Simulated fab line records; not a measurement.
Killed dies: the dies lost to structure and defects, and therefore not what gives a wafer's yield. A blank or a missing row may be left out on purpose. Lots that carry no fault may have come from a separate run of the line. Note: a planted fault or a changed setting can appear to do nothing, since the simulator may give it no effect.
fab line records	flow berkeley-cmos170
[record] lots = 5	wafers = 23
route steps=331 shown M1@238 V1@264 M2@272 M3@310
start-h: start of the lot's first displayed wafer, in hours after the record's first day	wait-h: hours from the lot's prior step to this one	" as in the row above	L1.1+2: several wafers, shown together as one row	- no value present, or no start provided	* or withheld: withheld	< > ~ a bound
route shown NAME@n: names a module that has steps shown in the file, with the first one's number in the route	usual: mean/standard deviation of fault-free wafers	same: alike in all rows	chamber/n: place in a boat	sites: the reading at each site	_std_site: their standard deviation	_edge_site: the outer-site mean with the inner-site mean subtracted	radius-mm: how far each site lies from the wafer's centre	mask NAME#n: copy n	behind: the most recent tool/chamber to have shaped the wafer	hold: cause of the lot's hold/its duration in hours/its outcome	device: names the non-switching transistor (n, p or np)	end of line: tests of these same wafers at the route's end	a step with no rows: only its recipe	killed: the dies lost at the first sort to structure and to defects; this is not the yield of the wafer	map: per-die view of a wafer (x killed, . not killed, _ where there is no die)
set.NAME: setting as actually run; set.NAME@STEP: the setting as run at that earlier step	model.NAME: the simulator's own value behind a step, which no gauge read
lots where settings were altered on purpose, with a table for each step and a row for each wafer
[[steps]]
[step UCB170_M1_SPUTTER_00]
[recipe] material = Al	target-thk-nm = 600	time-s = 80	power-w = 6000	chamber-pressure-pa = 0.5
lot.wafer	tool	chamber	start-h	wait-h	set.time-s	model.Al_of_M1_SPUTTER_00.thk-nm
L075.2	pvd-sputter-03	-	154.10	0.0	80	595.1
L075.3	"	-	"	"	80	609
L075.4	"	-	"	"	80	597.6
L075.5	"	-	"	"	80	595.9
L075.6	"	-	"	"	80	589.7
L076.2	pvd-sputter-02	-	155.53	0.0	71.41	535.9
L076.3	"	-	"	"	71.41	540
L076.4	"	-	"	"	80	589.1
L076.5	"	-	"	"	80	584.6
L076.6	"	-	"	"	80	591.1
L078.1	pvd-sputter-02	-	164.54	0.0	74.28	542.9
L078.3	"	-	"	"	80	592.7
L078.4	"	-	"	"	74.28	563.8
L078.5	"	-	"	"	74.28	542.1
L078.6	"	-	"	"	80	592.5
L080.1	pvd-sputter-02	-	186.04	0.0	80	595.9
L080.2	"	-	"	"	80	586
L080.5	"	-	"	"	80	606.9
L085.1	pvd-sputter-03	-	212.23	0.0	80	605.5
L085.2	"	-	"	"	83.23	620.7
L085.4	"	-	"	"	83.23	634.3
L085.5	"	-	"	"	80	611.2
L085.6	"	-	"	"	80	606.7
[step UCB170_M1_RS_MEAS_01]
[recipe] thk-meas-gauge = four-point-probe	reads = Al_of_M1_SPUTTER_00
[usual] M1_AL_RS = 0.0485/0.00066
lot.wafer	tool	chamber	start-h	wait-h	set.time-s@M1_SPUTTER_00	M1_AL_RS[ohm/sq]
L075.2	film-metro-03	-	154.18	0.1	80	0.0490
L075.3	"	-	"	"	80	0.0478
L075.4	"	-	"	"	80	0.0488
L075.5	"	-	"	"	80	0.0489
L075.6	"	-	"	"	80	0.0494
L076.2	film-metro-04	-	155.62	0.1	71.41	0.0544
L076.3	"	-	"	"	71.41	0.0541
L076.4	"	-	"	"	80	0.0493
L076.5	"	-	"	"	80	0.0498
L076.6	"	-	"	"	80	0.0492
L078.1	film-metro-01	-	164.60	0.0	74.28	0.0537
L078.3	"	-	"	"	80	0.0490
L078.4	"	-	"	"	74.28	0.0517
L078.5	"	-	"	"	74.28	0.0538
L078.6	"	-	"	"	80	0.0490
L080.1	film-metro-01	-	186.10	0.0	80	0.0488
L080.2	"	-	"	"	80	0.0498
L080.5	"	-	"	"	80	0.0480
L085.1	film-metro-01	-	212.29	0.0	80	0.0480
L085.2	"	-	"	"	83.23	0.0468
L085.4	"	-	"	"	83.23	0.0459
L085.5	"	-	"	"	80	0.0477
L085.6	"	-	"	"	80	0.0480
[step UCB170_M1_THK_MEAS_02]
[recipe] thk-meas-gauge = xrf	reads = Al_of_M1_SPUTTER_00
[usual] M1_AL_THK = 597/9.1
lot.wafer	tool	chamber	start-h	wait-h	set.time-s@M1_SPUTTER_00	M1_AL_THK[nm]
L075.2	film-metro-03	-	154.29	0.1	80	591
L075.3	"	-	"	"	80	600
L075.4	"	-	"	"	80	592
L075.5	"	-	"	"	80	590
L075.6	"	-	"	"	80	583
L076.2	film-metro-04	-	155.73	0.1	71.41	529
L076.3	"	-	"	"	71.41	536
L076.4	"	-	"	"	80	582
L076.5	"	-	"	"	80	579
L076.6	"	-	"	"	80	586
L078.1	film-metro-01	-	164.72	0.1	74.28	542
L078.3	"	-	"	"	80	588
L078.4	"	-	"	"	74.28	560
L078.5	"	-	"	"	74.28	540
L078.6	"	-	"	"	80	590
L080.1	film-metro-01	-	186.22	0.1	80	594
L080.2	"	-	"	"	80	585
L080.5	"	-	"	"	80	605
L085.1	film-metro-01	-	212.41	0.1	80	606
L085.2	"	-	"	"	83.23	623
L085.4	"	-	"	"	83.23	631
L085.5	"	-	"	"	80	611
L085.6	"	-	"	"	80	607
[step UCB170_V1_PEB_10]
[recipe] peb-temp-c = 130	peb-time-s = withheld	resist = KrF
lot.wafer	tool	chamber	start-h	wait-h	set.peb-temp-c
L076.2+3+5	litho-track-02	0	161.06	0.3	130
L076.4+6	"	0	"	"	131.3
L075.2+6	litho-track-04	0	161.10	0.1	133.1
L075.3+4+5	"	0	"	"	130
L078.1+3+4+5+6	litho-track-03	0	173.24	0.1	130
L080.1+2+5	litho-track-02	0	192.92	0.3	130
L085.1+2+4	litho-track-04	0	222.76	0.1	128
L085.5+6	"	0	"	"	130
[step UCB170_V1_DEVELOP_11]
[recipe] developer = TMAH	develop-time-s = 45	resist = KrF	dev-temp-c = 21
[step UCB170_V1_CD_MEAS_12]
[recipe] target-cd-nm = 700
[usual] cd-nm = 699.6/0.92
lot.wafer	tool	chamber	start-h	wait-h	set.peb-temp-c@V1_PEB_10	cd-nm
L076.2	cd-sem-01	-	161.36	-	130	699.7
L076.3	"	-	"	"	130	699.1
L076.4	"	-	"	"	131.3	706.6
L076.5	"	-	"	"	130	700.1
L076.6	"	-	"	"	131.3	707.9
L075.2	cd-sem-01	-	161.48	-	133.1	716.3
L075.3	"	-	"	"	130	698.5
L075.4	"	-	"	"	130	699.3
L075.5	"	-	"	"	130	699.5
L075.6	"	-	"	"	133.1	717.3
L078.1	cd-sem-02	-	173.51	-	130	699.1
L078.3	"	-	"	"	130	700.5
L078.4	"	-	"	"	130	701.3
L078.5	"	-	"	"	130	700.7
L078.6	"	-	"	"	130	699.0
L080.1	cd-sem-02	-	193.20	-	130	699.8
L080.2	"	-	"	"	130	699.0
L080.5	"	-	"	"	130	698.5
L085.1	cd-sem-02	-	223.03	-	128	686.0
L085.2	"	-	"	"	128	686.4
L085.4	"	-	"	"	128	685.8
L085.5	"	-	"	"	130	699.8
L085.6	"	-	"	"	130	700.4
[step UCB170_V1_ETCH_14]
[recipe] chemistry = CHF3/CF4/Ar	target = SiO2	stop-on = Al	CHF3_flow_sccm = 45	cf4-flow-sccm = 15	Ar_flow_sccm = 150	pressure-mtorr = 200	rf-w = 700	target-depth-a = 12500	over-etch-frac = 0.25	time-s = 296.6
lot.wafer	tool	chamber	start-h	wait-h	set.peb-temp-c@V1_PEB_10	model.V1.cd-nm
L076.2	rie-diel-03	2	161.50	0.0	130	699.7
L076.3	"	1	"	"	130	699.1
L076.4	"	3	"	"	131.3	706.6
L076.5	"	2	"	"	130	700.7
L076.6	"	1	"	"	131.3	707.4
L075.2	rie-diel-02	2	161.62	0.0	133.1	715.3
L075.3	"	3	"	"	130	700.8
L075.4	"	1	"	"	130	700.7
L075.5	"	1	"	"	130	701
L075.6	"	0	"	"	133.1	719.1
L078.1	rie-diel-03	3	173.67	0.0	130	699.4
L078.3	"	0	"	"	130	701.4
L078.4	"	2	"	"	130	701.8
L078.5	"	0	"	"	130	701.3
L078.6	"	3	"	"	130	698.7
L080.1	rie-diel-02	2	193.35	0.0	130	699.2
L080.2	"	3	"	"	130	700.3
L080.5	"	2	"	"	130	699
L085.1	rie-diel-03	3	223.19	0.0	128	686.1
L085.2	"	1	"	"	128	685.9
L085.4	"	0	"	"	128	687
L085.5	"	3	"	"	130	700.3
L085.6	"	0	"	"	130	700.6
[step UCB170_V1_STRIP_15]
[recipe] chemistry = O2	power-w = 400	pressure-mtorr = 3500	platen-temp-c = withheld	o2-flow-sccm = 400	overash-fraction = 0.5
[step UCB170_V1_CD_MEAS_90]
[recipe] target-cd-nm = 700
[usual] cd-nm = 700.1/1.3
lot.wafer	tool	chamber	start-h	wait-h	set.peb-temp-c@V1_PEB_10	cd-nm
L076.2	cd-sem-01	-	161.79	0.1	130	699.6
L076.3	"	-	"	"	130	699.0
L076.4	"	-	"	"	131.3	706.5
L076.5	"	-	"	"	130	700.3
L076.6	"	-	"	"	131.3	707.5
L075.2	cd-sem-02	-	161.91	0.1	133.1	715.1
L075.3	"	-	"	"	130	700.7
L075.4	"	-	"	"	130	701.0
L075.5	"	-	"	"	130	701.1
L075.6	"	-	"	"	133.1	719.1
L078.1	cd-sem-02	-	173.95	0.1	130	699.2
L078.3	"	-	"	"	130	701.5
L078.4	"	-	"	"	130	701.3
L078.5	"	-	"	"	130	701.6
L078.6	"	-	"	"	130	698.6
L080.1	cd-sem-01	-	193.63	0.1	130	699.0
L080.2	"	-	"	"	130	700.1
L080.5	"	-	"	"	130	698.8
L085.1	cd-sem-01	-	223.47	0.1	128	685.8
L085.2	"	-	"	"	128	685.8
L085.4	"	-	"	"	128	686.9
L085.5	"	-	"	"	130	700.2
L085.6	"	-	"	"	130	700.7
[step UCB170_M2_SPUTTER_01]
[recipe] material = Al	target-thk-nm = 900	time-s = 120	power-w = 6000	chamber-pressure-pa = 0.5
lot.wafer	tool	chamber	start-h	wait-h	set.power-w	model.Al_of_M2_SPUTTER_01.thk-nm
L076.2	pvd-sputter-01	-	161.96	0.0	6000	904.7
L076.3	"	-	"	"	5485	811
L076.4	"	-	"	"	6000	892.7
L076.5	"	-	"	"	5485	826.9
L076.6	"	-	"	"	5485	820.6
L075.2	pvd-sputter-03	-	162.08	0.0	6000	903.1
L075.3	"	-	"	"	6000	910.6
L075.4	"	-	"	"	6000	891.4
L075.5	"	-	"	"	6000	881.5
L075.6	"	-	"	"	6000	922.7
L078.1	pvd-sputter-02	-	174.13	0.0	6000	888.5
L078.3	"	-	"	"	6000	906.6
L078.4	"	-	"	"	6000	890.9
L078.5	"	-	"	"	6000	893
L078.6	"	-	"	"	6000	894
L080.1	pvd-sputter-03	-	193.82	0.0	6000	881.5
L080.2	"	-	"	"	6000	861.2
L080.5	"	-	"	"	6000	878.8
L085.1	pvd-sputter-01	-	223.65	0.0	5463	808.1
L085.2	"	-	"	"	6000	885.6
L085.4	"	-	"	"	5463	807.3
L085.5	"	-	"	"	6000	889
L085.6	"	-	"	"	6000	891.5
[step UCB170_M2_RS_MEAS_02]
[recipe] thk-meas-gauge = four-point-probe	reads = Al_of_M2_SPUTTER_01
[usual] M2_AL_RS = 0.0324/0.00038
lot.wafer	tool	chamber	start-h	wait-h	set.power-w@M2_SPUTTER_01	M2_AL_RS[ohm/sq]
L076.2	film-metro-01	-	162.06	0.1	6000	0.0320
L076.3	"	-	"	"	5485	0.0358
L076.4	"	-	"	"	6000	0.0323
L076.5	"	-	"	"	5485	0.0350
L076.6	"	-	"	"	5485	0.0353
L075.2	film-metro-04	-	162.18	0.1	6000	0.0320
L075.3	"	-	"	"	6000	0.0318
L075.4	"	-	"	"	6000	0.0325
L075.5	"	-	"	"	6000	0.0329
L075.6	"	-	"	"	6000	0.0313
L078.1	film-metro-01	-	174.22	0.0	6000	0.0326
L078.3	"	-	"	"	6000	0.0319
L078.4	"	-	"	"	6000	0.0325
L078.5	"	-	"	"	6000	0.0324
L078.6	"	-	"	"	6000	0.0325
L080.1	film-metro-04	-	193.90	0.0	6000	0.0329
L080.2	"	-	"	"	6000	0.0336
L080.5	"	-	"	"	6000	0.0329
L085.1	film-metro-02	-	223.74	0.0	5463	0.0359
L085.2	"	-	"	"	6000	0.0327
L085.4	"	-	"	"	5463	0.0359
L085.5	"	-	"	"	6000	0.0325
L085.6	"	-	"	"	6000	0.0325
[step UCB170_M2_THK_MEAS_03]
[recipe] thk-meas-gauge = xrf	reads = Al_of_M2_SPUTTER_01
[usual] M2_AL_THK = 887/11
lot.wafer	tool	chamber	start-h	wait-h	set.power-w@M2_SPUTTER_01	M2_AL_THK[nm]
L076.2	film-metro-01	-	162.17	0.1	6000	899
L076.3	"	-	"	"	5485	806
L076.4	"	-	"	"	6000	885
L076.5	"	-	"	"	5485	822
L076.6	"	-	"	"	5485	817
L075.2	film-metro-04	-	162.29	0.1	6000	900
L075.3	"	-	"	"	6000	897
L075.4	"	-	"	"	6000	887
L075.5	"	-	"	"	6000	874
L075.6	"	-	"	"	6000	907
L078.1	film-metro-01	-	174.34	0.1	6000	891
L078.3	"	-	"	"	6000	905
L078.4	"	-	"	"	6000	890
L078.5	"	-	"	"	6000	888
L078.6	"	-	"	"	6000	889
L080.1	film-metro-04	-	194.02	0.1	6000	873
L080.2	"	-	"	"	6000	853
L080.5	"	-	"	"	6000	863
L085.1	film-metro-02	-	223.86	0.1	5463	798
L085.2	"	-	"	"	6000	874
L085.4	"	-	"	"	5463	799
L085.5	"	-	"	"	6000	875
L085.6	"	-	"	"	6000	883
[step UCB170_M2_EXPOSE_12]
[recipe] mask-id = METAL2	target-cd-nm = 700	na = 0.5	sigma-outer = 0.6	source-shape = conventional	dose-mj = 26
lot.wafer	tool	chamber	start-h	wait-h	mask	set.dose-mj
L076.2+5	krf-scanner-01	0	164.16	-	METAL2#0	26
L076.3+4+6	"	0	"	"	METAL2#0	24.14
L075.2+3+4+5+6	krf-scanner-02	0	164.41	-	METAL2#0	26
L078.1+3	krf-scanner-01	0	175.87	-	METAL2#0	25.4
L078.4+5+6	"	0	"	"	METAL2#0	26
L080.1+2+5	krf-scanner-02	0	195.90	-	METAL2#0	26
L085.1+5	krf-scanner-01	0	225.30	-	METAL2#0	26
L085.2+4+6	"	0	"	"	METAL2#0	24.49
[step UCB170_M2_PEB_13]
[recipe] peb-temp-c = 130	peb-time-s = withheld	resist = KrF
[step UCB170_M2_DEVELOP_14]
[recipe] developer = TMAH	develop-time-s = 45	resist = KrF	dev-temp-c = 21
[step UCB170_M2_CD_MEAS_15]
[recipe] target-cd-nm = 700
[usual] cd-nm = 699.9/1.5
lot.wafer	tool	chamber	start-h	wait-h	set.dose-mj@M2_EXPOSE_12	cd-nm
L076.2	cd-sem-02	-	164.59	-	26	700.0
L076.3	"	-	"	"	24.14	714.2
L076.4	"	-	"	"	24.14	714.0
L076.5	"	-	"	"	26	701.8
L076.6	"	-	"	"	24.14	714.3
L075.2	cd-sem-01	-	164.80	-	26	701.5
L075.3	"	-	"	"	26	700.9
L075.4	"	-	"	"	26	701.2
L075.5	"	-	"	"	26	699.7
L075.6	"	-	"	"	26	701.5
L078.1	cd-sem-01	-	176.77	-	25.4	706.4
L078.3	"	-	"	"	25.4	705.9
L078.4	"	-	"	"	26	703.0
L078.5	"	-	"	"	26	702.3
L078.6	"	-	"	"	26	702.7
L080.1	cd-sem-02	-	196.36	-	26	697.9
L080.2	"	-	"	"	26	698.6
L080.5	"	-	"	"	26	698.1
L085.1	cd-sem-02	-	225.69	-	26	699.1
L085.2	"	-	"	"	24.49	709.9
L085.4	"	-	"	"	24.49	710.0
L085.5	"	-	"	"	26	699.9
L085.6	"	-	"	"	24.49	710.7
[step UCB170_M2_ETCH_17]
[recipe] chemistry = N2/H2	target-depth-a = withheld	overetch-a = withheld	target = BARC	time-s = withheld	source-w = 500	bias-w = 100	pressure-mtorr = 30	n2-flow-sccm = 100	h2-flow-sccm = 200
lot.wafer	tool	chamber	start-h	wait-h	set.dose-mj@M2_EXPOSE_12	model.M2.cd-nm
L076.2	rie-diel-03	3	164.73	0.0	26	698
L076.3+4	"	1,0	"	"	24.14	712.8
L076.5	"	0	"	"	26	700
L076.6	"	1	"	"	24.14	713.3
L075.2	rie-diel-04	0	164.93	0.0	26	701.2
L075.3	"	1	"	"	26	700.8
L075.4	"	3	"	"	26	701
L075.5	"	0	"	"	26	699.3
L075.6	"	1	"	"	26	700.9
L078.1	rie-diel-04	3	176.92	0.0	25.4	706.6
L078.3	"	1	"	"	25.4	705.6
L078.4	"	2	"	"	26	702.6
L078.5+6	"	0,1	"	"	26	702.3
L080.1	rie-diel-01	2	196.51	0.0	26	699.6
L080.2	"	3	"	"	26	698.2
L080.5	"	0	"	"	26	698.8
L085.1	rie-diel-04	0	225.85	0.0	26	699.5
L085.2+4	"	3,1	"	"	24.49	709.3
L085.5	"	1	"	"	26	699.6
L085.6	"	0	"	"	24.49	710.7
[step UCB170_M2_METAL_ETCH_18]
[recipe] chemistry = Cl2/BCl3	target = Al	stop-on = SiO2	pressure-mtorr = 12	target-depth-a = 11700	over-etch-frac = 0.3	time-s = 195	icp-w = 600	bias-w = 120	Cl2_flow_sccm = 90	bcl3-flow-sccm = 45
lot.wafer	tool	chamber	start-h	wait-h	set.time-s	model.KrF_of_M2_COAT_10.thk-nm	model.SiO2_of_V1_CVD_00.thk-nm
L076.2	rie-metal-04	1	164.77	-	214.7	108.4	929.3
L076.3	"	1	"	"	214.7	-	-
L076.4	"	0	"	"	214.7	160.7	933.9
L076.5+6	"	1,0	"	"	195	-	-
L075.2	rie-metal-03	0	164.98	-	195	216.7	936.4
L075.3	"	1	"	"	195	237.3	939.4
L075.4	"	0	"	"	177.5	278.5	941.7
L075.5	"	1	"	"	177.5	297.9	943
L075.6	"	0	"	"	177.5	276.9	941.9
L078.1	rie-metal-02	0	176.97	-	169.9	285	946
L078.3	"	0	"	"	195	202.3	938
L078.4	"	1	"	"	195	173.9	935.8
L078.5	"	1	"	"	195	181.3	935.9
L078.6	"	0	"	"	169.9	291.6	945.4
L080.1	rie-metal-02	1	196.55	-	195	183	935.8
L080.2	"	0	"	"	195	199.7	938.2
L080.5	"	0	"	"	195	196.6	937.5
L085.1	rie-metal-02	0	225.89	-	195	-	-
L085.2	"	1	"	"	195	166.4	934.1
L085.4	"	0	"	"	208.2	-	-
L085.5	"	0	"	"	195	185.9	938.3
L085.6	"	1	"	"	208.2	123.1	931.3
[step UCB170_M2_STRIP_19]
[recipe] chemistry = O2	power-w = 400	pressure-mtorr = 3500	platen-temp-c = withheld	o2-flow-sccm = 400	overash-fraction = 0.5
[usual] oes-product-au = 0.536/0.025
lot.wafer	tool	chamber	start-h	wait-h	set.time-s@M2_METAL_ETCH_18	oes-product-au
L076.2	plasma-asher-03	0	164.95	0.1	214.7	0.447
L076.3	"	0	"	"	214.7	0.431
L076.4	"	1	"	"	214.7	0.495
L076.5	"	0	"	"	195	0.508
L076.6	"	1	"	"	195	0.551
L075.2	plasma-asher-04	0	165.16	0.1	195	0.541
L075.3	"	0	"	"	195	0.563
L075.4	"	1	"	"	177.5	0.608
L075.5	"	1	"	"	177.5	0.636
L075.6	"	0	"	"	177.5	0.608
L078.1	plasma-asher-03	0	177.15	0.1	169.9	0.618
L078.3	"	0	"	"	195	0.538
L078.4	"	1	"	"	195	0.510
L078.5	"	0	"	"	195	0.503
L078.6	"	1	"	"	169.9	0.626
L080.1	plasma-asher-01	0	196.74	0.1	195	0.511
L080.2	"	1	"	"	195	0.521
L080.5	"	0	"	"	195	0.526
L085.1	plasma-asher-03	1	226.08	0.1	195	0.532
L085.2	"	0	"	"	195	0.494
L085.4	"	0	"	"	208.2	0.466
L085.5	"	1	"	"	195	0.519
L085.6	"	0	"	"	208.2	0.454
[step UCB170_M3_SPUTTER_01]
[recipe] material = Al	target-thk-nm = 900	time-s = 120	power-w = 6000	chamber-pressure-pa = 0.5
lot.wafer	tool	chamber	start-h	wait-h	set.time-s	model.Al_of_M3_SPUTTER_01.thk-nm
L076.2	pvd-sputter-03	-	167.86	0.0	112.1	837.6
L076.3	"	-	"	"	112.1	839.4
L076.4	"	-	"	"	120	889.7
L076.5	"	-	"	"	120	903.6
L076.6	"	-	"	"	112.1	842.4
L075.2	pvd-sputter-04	-	168.07	0.0	120	898.4
L075.3	"	-	"	"	120	887.3
L075.4	"	-	"	"	120	892.1
L075.5	"	-	"	"	120	894
L075.6	"	-	"	"	120	910.1
L078.1	pvd-sputter-03	-	179.87	0.0	120	889.3
L078.3	"	-	"	"	128.5	965.4
L078.4	"	-	"	"	120	892.3
L078.5	"	-	"	"	128.5	960.6
L078.6	"	-	"	"	120	894.7
L080.1	pvd-sputter-01	-	200.08	0.0	120	898.7
L080.2	"	-	"	"	120	904.5
L080.5	"	-	"	"	120	894.1
L085.1	pvd-sputter-01	-	228.81	0.0	120	904.4
L085.2	"	-	"	"	120	901.3
L085.4	"	-	"	"	120	897.6
L085.5	"	-	"	"	120	905.9
L085.6	"	-	"	"	120	903.4
[step UCB170_M3_RS_MEAS_02]
[recipe] thk-meas-gauge = four-point-probe	reads = Al_of_M3_SPUTTER_01
[usual] M3_AL_RS = 0.0322/0.00033
lot.wafer	tool	chamber	start-h	wait-h	set.time-s@M3_SPUTTER_01	M3_AL_RS[ohm/sq]
L076.2	film-metro-03	-	167.96	0.1	112.1	0.0346
L076.3	"	-	"	"	112.1	0.0345
L076.4	"	-	"	"	120	0.0325
L076.5	"	-	"	"	120	0.0321
L076.6	"	-	"	"	112.1	0.0344
L075.2	film-metro-04	-	168.17	0.1	120	0.0322
L075.3	"	-	"	"	120	0.0326
L075.4	"	-	"	"	120	0.0325
L075.5	"	-	"	"	120	0.0324
L075.6	"	-	"	"	120	0.0318
L078.1	film-metro-03	-	179.95	0.0	120	0.0326
L078.3	"	-	"	"	128.5	0.0300
L078.4	"	-	"	"	120	0.0325
L078.5	"	-	"	"	128.5	0.0301
L078.6	"	-	"	"	120	0.0324
L080.1	film-metro-03	-	200.17	0.0	120	0.0322
L080.2	"	-	"	"	120	0.0321
L080.5	"	-	"	"	120	0.0324
L085.1	film-metro-03	-	228.90	0.0	120	0.0320
L085.2	"	-	"	"	120	0.0321
L085.4	"	-	"	"	120	0.0323
L085.5	"	-	"	"	120	0.0320
L085.6	"	-	"	"	120	0.0320
[step UCB170_M3_THK_MEAS_03]
[recipe] thk-meas-gauge = xrf	reads = Al_of_M3_SPUTTER_01
[usual] M3_AL_THK = 890/9.1
lot.wafer	tool	chamber	start-h	wait-h	set.time-s@M3_SPUTTER_01	M3_AL_THK[nm]
L076.2	film-metro-03	-	168.07	0.1	112.1	831
L076.3	"	-	"	"	112.1	832
L076.4	"	-	"	"	120	879
L076.5	"	-	"	"	120	892
L076.6	"	-	"	"	112.1	835
L075.2	film-metro-04	-	168.28	0.1	120	892
L075.3	"	-	"	"	120	879
L075.4	"	-	"	"	120	888
L075.5	"	-	"	"	120	880
L075.6	"	-	"	"	120	899
L078.1	film-metro-03	-	180.07	0.1	120	881
L078.3	"	-	"	"	128.5	952
L078.4	"	-	"	"	120	884
L078.5	"	-	"	"	128.5	951
L078.6	"	-	"	"	120	884
L080.1	film-metro-03	-	200.29	0.1	120	884
L080.2	"	-	"	"	120	890
L080.5	"	-	"	"	120	875
L085.1	film-metro-03	-	229.02	0.1	120	900
L085.2	"	-	"	"	120	896
L085.4	"	-	"	"	120	887
L085.5	"	-	"	"	120	903
L085.6	"	-	"	"	120	901
[[key]]
[split] step = UCB170_M1_SPUTTER_00	setting = time-s	stated = 80	by = wafer
[response] step = UCB170_M1_SPUTTER_00	reading = model.Al_of_M1_SPUTTER_00.thk-nm	change = +5.07	per = 1%	r = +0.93
[response] step = UCB170_M1_RS_MEAS_01	reading = M1_AL_RS	change = -0.000474	per = 1%	r = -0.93
[response] step = UCB170_M1_THK_MEAS_02	reading = M1_AL_THK	change = +4.98	per = 1%	r = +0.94
[split] step = UCB170_V1_PEB_10	setting = peb-temp-c	stated = 130	by = wafer
[response] step = UCB170_V1_CD_MEAS_12	reading = cd-nm	change = +7.88	per = 1%	r = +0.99
[response] step = UCB170_V1_ETCH_14	reading = model.V1.cd-nm	change = +7.5	per = 1%	r = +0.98
[response] step = UCB170_V1_CD_MEAS_90	reading = cd-nm	change = +7.49	per = 1%	r = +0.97
[split] step = UCB170_M2_SPUTTER_01	setting = power-w	stated = 6000	by = wafer
[response] step = UCB170_M2_SPUTTER_01	reading = model.Al_of_M2_SPUTTER_01.thk-nm	change = +9.14	per = 1%	r = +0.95
[response] step = UCB170_M2_RS_MEAS_02	reading = M2_AL_RS	change = -0.000374	per = 1%	r = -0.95
[response] step = UCB170_M2_THK_MEAS_03	reading = M2_AL_THK	change = +8.92	per = 1%	r = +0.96
[split] step = UCB170_M2_EXPOSE_12	setting = dose-mj	stated = 26	by = wafer
[response] step = UCB170_M2_CD_MEAS_15	reading = cd-nm	change = -1.83	per = 1%	r = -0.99
[response] step = UCB170_M2_ETCH_17	reading = model.M2.cd-nm	change = -1.86	per = 1%	r = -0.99
[split] step = UCB170_M2_METAL_ETCH_18	setting = time-s	stated = 195	by = wafer
[response] step = UCB170_M2_METAL_ETCH_18	reading = model.KrF_of_M2_COAT_10.thk-nm	change = -7.49	per = 1%	r = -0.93
[response] step = UCB170_M2_METAL_ETCH_18	reading = model.SiO2_of_V1_CVD_00.thk-nm	change = -0.643	per = 1%	r = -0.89
[response] step = UCB170_M2_STRIP_19	reading = oes-product-au	change = -0.00772	per = 1%	r = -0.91
[split] step = UCB170_M3_SPUTTER_01	setting = time-s	stated = 120	by = wafer
[response] step = UCB170_M3_SPUTTER_01	reading = model.Al_of_M3_SPUTTER_01.thk-nm	change = +9.37	per = 1%	r = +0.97
[response] step = UCB170_M3_RS_MEAS_02	reading = M3_AL_RS	change = -0.000342	per = 1%	r = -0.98
[response] step = UCB170_M3_THK_MEAS_03	reading = M3_AL_THK	change = +8.93	per = 1%	r = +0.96
